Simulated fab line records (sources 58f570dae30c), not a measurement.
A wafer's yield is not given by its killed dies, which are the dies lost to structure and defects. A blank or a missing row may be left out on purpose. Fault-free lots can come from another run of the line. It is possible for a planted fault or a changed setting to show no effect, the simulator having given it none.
Which tool is to blame? | flow berkeley-cmos170 | 15 lots, 45 wafers sampled, at 2 steps of a route of 331

== WHAT THE GAUGES SHOWED, per wafer ==
UCB170_WELLDRIVE_THK_MEAS_02.
lot  | measured    | on            | WELLDRIVE_OXIDE_THK (nm)
L123 | day 4 05:56 | film-metro-04 | 199 198 198
L124 | day 4 22:56 | film-metro-04 | 194 198 196
L127 | day 5 03:48 | film-metro-04 | 193 194 196
L128 | day 5 03:50 | film-metro-04 | 197 200 196
L129 | day 5 03:52 | film-metro-01 | 198 196 198
L130 | day 5 23:34 | film-metro-04 | 196 197 194
L135 | day 6 08:46 | film-metro-03 | 197 195 195
L132 | day 6 13:36 | film-metro-03 | 198 193 193
L134 | day 6 13:35 | film-metro-04 | 199 200 198
L136 | day 6 13:39 | film-metro-03 | 197 199 198
L138 | day 6 20:24 | film-metro-04 | 202 197 199
L143 | day 7 19:33 | film-metro-01 | 96 96 97 95 96 97
L144 | day 8 07:11 | film-metro-03 | 92 91 96 92 91 96
L145 | day 8 07:10 | film-metro-01 | 94 92 92 94 92 93
L146 | day 8 16:17 | film-metro-01 | 199 196 199

== TOOL THAT RAN EACH LOT (tool first, then ch and the chambers of the sampled wafers, then the start) ==
lot  | UCB170_WELLDRIVE_OXIDATION_01
L123 | furnace-04 ch 0, day 4 02:24
L124 | furnace-01 ch 0, day 4 19:26
L127 | furnace-01 ch 0, day 5 00:17
L128 | furnace-01 ch 0, day 5 00:17
L129 | furnace-01 ch 0, day 5 00:17
L130 | furnace-04 ch 0, day 5 20:03
L135 | furnace-04 ch 0, day 6 05:14
L132 | furnace-04 ch 0, day 6 10:05
L134 | furnace-04 ch 0, day 6 10:05
L136 | furnace-04 ch 0, day 6 10:05
L138 | furnace-02 ch 0, day 6 16:54
L143 | furnace-04 ch 0, day 7 16:02
L144 | furnace-04 ch 0, day 8 03:40
L145 | furnace-04 ch 0, day 8 03:40
L146 | furnace-01 ch 0, day 8 12:47
- UCB170_WELLDRIVE_OXIDATION_01: target thk 199 nm, ox time 9000 s.

== AS READ BY THE TOOLS THEMSELVES (means over the sampled wafers that have a number; for cases with no such wafer, the mark the record gives instead) ==
UCB170_WELLDRIVE_OXIDATION_01.
lot  | tool       | spike-tc-centre-C (C) | spike-tc-load-C (C) | spike-tc-source-C (C) | tube-center-temp-C (C) | tube_center_temp_C_max | zone-power-load-pct (%) | zone-power-source-pct (%)
L123 | furnace-04 | 1103.2                | 1130.0              | 1130.5                | 1100                   | 1102.3                 | 45.7                    | 43.4
L124 | furnace-01 | 1101.6                | 1124.1              | 1128.9                | 1100                   | 1103.1                 | 43.0                    | 44.8
L127 | furnace-01 | 1102.3                | 1124.9              | 1127.9                | 1100                   | 1102.7                 | 43.0                    | 45.0
L128 | furnace-01 | 1102.1                | 1123.9              | 1128.6                | 1100                   | 1102.9                 | 42.9                    | 44.2
L129 | furnace-01 | 1102.0                | 1124.7              | 1128.6                | 1100                   | 1102.7                 | 43.0                    | 44.8
L130 | furnace-04 | 1102.5                | 1128.7              | 1131.3                | 1100                   | 1102.6                 | 45.9                    | 43.8
L135 | furnace-04 | 1104.2                | 1129.3              | 1131.1                | 1100                   | 1103.0                 | 45.9                    | 44.5
L132 | furnace-04 | 1102.0                | 1129.5              | 1131.1                | 1100                   | 1102.6                 | 46.4                    | 43.9
L134 | furnace-04 | 1103.1                | 1129.6              | 1131.3                | 1100                   | 1103.0                 | 46.0                    | 44.0
L136 | furnace-04 | 1103.6                | 1129.7              | 1131.4                | 1100                   | 1102.8                 | 46.3                    | 43.9
L138 | furnace-02 | 1101.6                | 1130.9              | 1124.3                | 1100                   | 1102.6                 | 48.7                    | 36.7
L143 | furnace-04 | 1006.1                | 1032.0              | 1033.2                | 1003                   | 1006.2                 | 36.4                    | 34.7
L144 | furnace-04 | 1006.6                | 1032.1              | 1033.6                | 1003                   | 1006.0                 | 36.6                    | 35.2
L145 | furnace-04 | 1007.1                | 1032.0              | 1033.4                | 1003                   | 1005.9                 | 36.4                    | 34.5
L146 | furnace-01 | 1101.4                | 1124.1              | 1129.9                | 1100                   | 1102.5                 | 42.6                    | 44.3

== THE ANSWER, worked out from the rows above alone ==
Rule: usual is defined by the lots themselves. Put in order of their means at a reading, lots are off if they are a third of the lots or fewer, leave a main group of 4 or more, and stand apart from it by a gap of 3 or more times the standard deviation of the main group's means; of several such gaps the widest counts. If all means in a main group match to the digits the tables above print for the reading, that group is not used. Also off: a lot with no number at a reading for which 4 or more lots have one. All remaining lots with rows at the step are treated as sound. Order of review: gauges by route order, followed by the tools' own readings, for which a lot's mean as printed above is used. At the first step where some lot is off, the reading lying furthest off is the one used; lots without a number count as furthest.
Off: L143, L144, L145, seen at UCB170_WELLDRIVE_THK_MEAS_02 (WELLDRIVE_OXIDE_THK). The main group has a mean of 197 nm with a standard deviation of 1.6.
If a tool, at a process step before that reading, ran all the lots that are off and no sound lot after the first of them, it fits. Not tried: the gauges at UCB170_WELLDRIVE_THK_MEAS_02; whatever is off there is also off at UCB170_WELLDRIVE_OXIDATION_01, on other tools, and gauge error can't account for it. One fits: furnace-04 at UCB170_WELLDRIVE_OXIDATION_01. A fault onset in the window from L132 (day 6 10:05, its last sound lot) to L143 (day 7 16:02, its first lot off) fits.
The tool's own readings at UCB170_WELLDRIVE_OXIDATION_01 bear it out: on the lots that are off they differ by more than 5 times the standard deviation of the sound lots' means. spike-tc-centre-C reads 1006.6 C there against 1102.5 C on the sound lots; spike-tc-load-C reads 1032.0 C there against 1127.5 C on the sound lots; spike-tc-source-C reads 1033.4 C there against 1129.6 C on the sound lots; tube-center-temp-C reads 1003 C there against 1100 C on the sound lots; tube_center_temp_C_max reads 1006.0 there against 1102.7 on the sound lots.

== WHAT WAS PUT IN BY THE SIMULATOR ==
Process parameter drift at UCB170_WELLDRIVE_OXIDATION_01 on furnace-04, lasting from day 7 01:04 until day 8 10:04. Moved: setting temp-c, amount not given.
Struck lots among those shown: L143, L145, L144. Same finding as the rule above.
